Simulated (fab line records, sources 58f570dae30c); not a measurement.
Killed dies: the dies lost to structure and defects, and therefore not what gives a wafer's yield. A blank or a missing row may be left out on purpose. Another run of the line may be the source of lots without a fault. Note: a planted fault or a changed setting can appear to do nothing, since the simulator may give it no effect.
Which tool is to blame? | flow berkeley-cmos170 | 13 lots with 39 wafers sampled at 5 steps, on a route of 331 steps

## WHAT EACH GAUGE READ, for each wafer
UCB170_M2_RS_MEAS_02: measures by four-point-probe. Usual: M2_AL_RS gives 0.0323 ohm/sq (standard deviation 0.00035).
lot  | measured     | on            | M2_AL_RS (ohm/sq)    | flag
L715 | day 8 16:31  | film-metro-02 | 0.0319 0.0326 0.0325 |
L717 | day 8 18:33  | film-metro-02 | 0.0322 0.0321 0.0321 |
L716 | day 8 18:19  | film-metro-03 | 0.0318 0.0320 0.0318 |
L718 | day 9 08:11  | film-metro-02 | 0.0323 0.0323 0.0319 |
L719 | day 9 09:23  | film-metro-04 | 0.0325 0.0325 0.0326 |
L720 | day 9 18:53  | film-metro-03 | 0.0319 0.0321 0.0322 |
L726 | day 11 01:39 | film-metro-03 | 0.0319 0.0324 0.0319 |
L724 | day 11 03:55 | film-metro-04 | 0.0322 0.0319 0.0324 |
L727 | day 11 04:45 | film-metro-02 | 0.0317 0.0323 0.0317 |
L729 | day 11 15:02 | film-metro-02 | 0.0326 0.0328 0.0326 |
L733 | day 12 08:14 | film-metro-02 | 0.0318 0.0328 0.0325 |
L734 | day 13 10:06 | film-metro-03 | 0.0324 0.0323 0.0325 |
L736 | day 13 14:44 | film-metro-03 | 0.0330 0.0327 0.0328 |

UCB170_V2_THK_MEAS_01. Usual: V2_TEOS_THK gives 1995 nm (standard deviation 27).
lot  | measured     | on            | V2_TEOS_THK (nm) | flag
L715 | day 8 19:28  | film-metro-02 | 1984 1951 2019   |
L717 | day 8 21:25  | film-metro-01 | 2013 1969 2012   |
L716 | day 8 21:10  | film-metro-01 | 1957 1963 1998   |
L718 | day 9 10:49  | film-metro-03 | 1982 1998 2025   |
L719 | day 9 11:53  | film-metro-02 | 1972 1990 2019   |
L720 | day 9 21:23  | film-metro-03 | 1939 1954 1999   |
L726 | day 11 06:16 | film-metro-03 | 1957 1961 2003   |
L724 | day 11 06:47 | film-metro-03 | 2013 1977 2754   | OFF
L727 | day 11 07:51 | film-metro-03 | 1983 1981 2033   |
L729 | day 11 17:40 | film-metro-02 | 1967 2022 1991   |
L733 | day 12 12:25 | film-metro-03 | 2029 1999 2024   |
L734 | day 13 14:08 | film-metro-02 | 1984 1957 1976   |
L736 | day 13 17:38 | film-metro-01 | 1981 2001 2011   |

## TOOL THAT RAN EACH LOT (tool first, then ch and the chambers of the sampled wafers, then the start)
lot  | UCB170_CONTACT_RTA_08            | UCB170_CONTACT_STRIP_19              | UCB170_V2_CVD_00
L715 | rtp-anneal-02 ch 0, day 8 09:02  | plasma-asher-02 ch 0, day 8 10:23    | pecvd-01 ch 1,2, day 8 19:19
L717 | rtp-anneal-02 ch 0, day 8 09:59  | plasma-asher-02 ch 0,1, day 8 11:28  | pecvd-04 ch 0,2, day 8 21:16
L716 | rtp-anneal-01 ch 0, day 8 10:00  | plasma-asher-01 ch 0,1, day 8 11:21  | pecvd-02 ch 0,1,2, day 8 20:59
L718 | rtp-anneal-01 ch 0, day 9 01:02  | plasma-asher-03 ch 0,1, day 9 02:16  | pecvd-04 ch 0,1, day 9 10:40
L719 | rtp-anneal-02 ch 0, day 9 01:47  | plasma-asher-02 ch 0,1, day 9 03:01  | pecvd-02 ch 0,2, day 9 11:44
L720 | rtp-anneal-02 ch 0, day 9 10:28  | plasma-asher-01 ch 0,1, day 9 11:42  | pecvd-01 ch 1,2, day 9 21:14
L726 | rtp-anneal-02 ch 0, day 10 17:29 | plasma-asher-02 ch 0,1, day 10 18:43 | pecvd-01 ch 0,1,2, day 11 06:07
L724 | rtp-anneal-02 ch 0, day 10 19:17 | plasma-asher-03 ch 0,1, day 10 20:50 | pecvd-02 ch 0,1,2, day 11 06:37
L727 | rtp-anneal-02 ch 0, day 10 19:23 | plasma-asher-01 ch 0,1, day 10 21:02 | pecvd-01 ch 0,1,2, day 11 07:44
L729 | rtp-anneal-02 ch 0, day 11 06:38 | plasma-asher-03 ch 0,1, day 11 08:13 | pecvd-04 ch 1,2, day 11 17:30
L733 | rtp-anneal-01 ch 0, day 11 22:29 | plasma-asher-02 ch 0,1, day 12 00:04 | pecvd-01 ch 1,2, day 12 12:15
L734 | rtp-anneal-02 ch 0, day 13 02:20 | plasma-asher-01 ch 0,1, day 13 03:36 | pecvd-01 ch 1,2, day 13 13:59
L736 | rtp-anneal-02 ch 0, day 13 04:20 | plasma-asher-01 ch 0,1, day 13 06:05 | pecvd-04 ch 0,2, day 13 17:28
- UCB170_CONTACT_RTA_08: time 10 s.
- UCB170_CONTACT_STRIP_19: strips in O2.
- UCB170_V2_CVD_00: deposits SiO2 from TEOS/O2, target thk 2000 nm, time 250 s.

## WHAT THE TOOLS THEMSELVES READ (means of the sampled wafers that have a number; where no wafer has one, the mark that the record gives instead)
UCB170_CONTACT_RTA_08. Usual: lamp-power-pct 22.9 %, standard deviation 1.2; wafer_temp_C_max 903.0, standard deviation 0.75.
lot  | tool          | lamp-power-pct (%) | wafer_temp_C_max | flag
L715 | rtp-anneal-02 | 24.1               | 903.7            |
L717 | rtp-anneal-02 | 24.1               | 902.8            |
L716 | rtp-anneal-01 | 21.7               | 902.6            |
L718 | rtp-anneal-01 | 21.7               | 902.7            |
L719 | rtp-anneal-02 | 24.1               | 903.6            |
L720 | rtp-anneal-02 | 24.1               | 903.6            |
L726 | rtp-anneal-02 | 24.1               | 904.1            |
L724 | rtp-anneal-02 | 24.1               | 903.6            |
L727 | rtp-anneal-02 | 24.1               | 902.8            |
L729 | rtp-anneal-02 | 24.1               | 903.3            |
L733 | rtp-anneal-01 | 21.7               | 902.3            |
L734 | rtp-anneal-02 | 24.1               | 903.2            |
L736 | rtp-anneal-02 | 24.1               | 903.5            |

UCB170_CONTACT_STRIP_19. Usual: drypump-motor-current-A 5.95 A, standard deviation 0.27; oes-product-au 0.725 a.u., standard deviation 0.0046.
lot  | tool            | drypump-motor-current-A (A) | oes-product-au (a.u.) | flag
L715 | plasma-asher-02 | 5.54                        | 0.727                 |
L717 | plasma-asher-02 | 5.68                        | 0.729                 |
L716 | plasma-asher-01 | 6.21                        | 0.726                 |
L718 | plasma-asher-03 | 6.01                        | 0.724                 |
L719 | plasma-asher-02 | 5.82                        | 0.723                 |
L720 | plasma-asher-01 | 6.13                        | 0.728                 |
L726 | plasma-asher-02 | 5.68                        | 0.722                 |
L724 | plasma-asher-03 | 6.16                        | 0.724                 |
L727 | plasma-asher-01 | 6.09                        | 0.725                 |
L729 | plasma-asher-03 | 6.17                        | 0.724                 |
L733 | plasma-asher-02 | 5.78                        | 0.727                 |
L734 | plasma-asher-01 | 6.21                        | 0.727                 |
L736 | plasma-asher-01 | 6.12                        | 0.727                 |

UCB170_V2_CVD_00. Usual: heater-power-w reads 263 W (standard deviation 66).
lot  | tool     | heater-power-w (W) | flag
L715 | pecvd-01 | 289                |
L717 | pecvd-04 | 228                |
L716 | pecvd-02 | 262                |
L718 | pecvd-04 | 184                |
L719 | pecvd-02 | 266                |
L720 | pecvd-01 | 265                |
L726 | pecvd-01 | 338                |
L724 | pecvd-02 | 239                |
L727 | pecvd-01 | 305                |
L729 | pecvd-04 | 230                |
L733 | pecvd-01 | 283                |
L734 | pecvd-01 | 290                |
L736 | pecvd-04 | 212                |

## THE ANSWER, worked out from the rows above alone
Rule: a lot is off if the mean of its wafers that have a number lies more than 3 standard deviations from the usual mean. A lot without any number at a reading at which 4 lots or more have one is off too. The other lots that the step has rows for count as sound. First the gauges in route order, then the tools' own readings, where a lot's mean is used as printed above. The first step at which some lot is off is used, and at that step the reading that is off furthest; a lot without a number counts as furthest.
Off: at UCB170_V2_THK_MEAS_01 (V2_TEOS_THK), L724.
A tool fits if, at a process step before that reading, it ran every lot that is off, and no sound lot after the first of them. Those tools and the gauges at UCB170_V2_THK_MEAS_01 are tried in the same way. One fits: UCB170_V2_CVD_00 on pecvd-02. A fault onset in the window from L719 (day 9 11:44, its last sound lot) to L724 (day 11 06:37, its first lot off) fits.

## WHAT THE SIMULATOR HAD INSERTED
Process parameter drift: pecvd-02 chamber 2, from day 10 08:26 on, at UCB170_V2_CVD_00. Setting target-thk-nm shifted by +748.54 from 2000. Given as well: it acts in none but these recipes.
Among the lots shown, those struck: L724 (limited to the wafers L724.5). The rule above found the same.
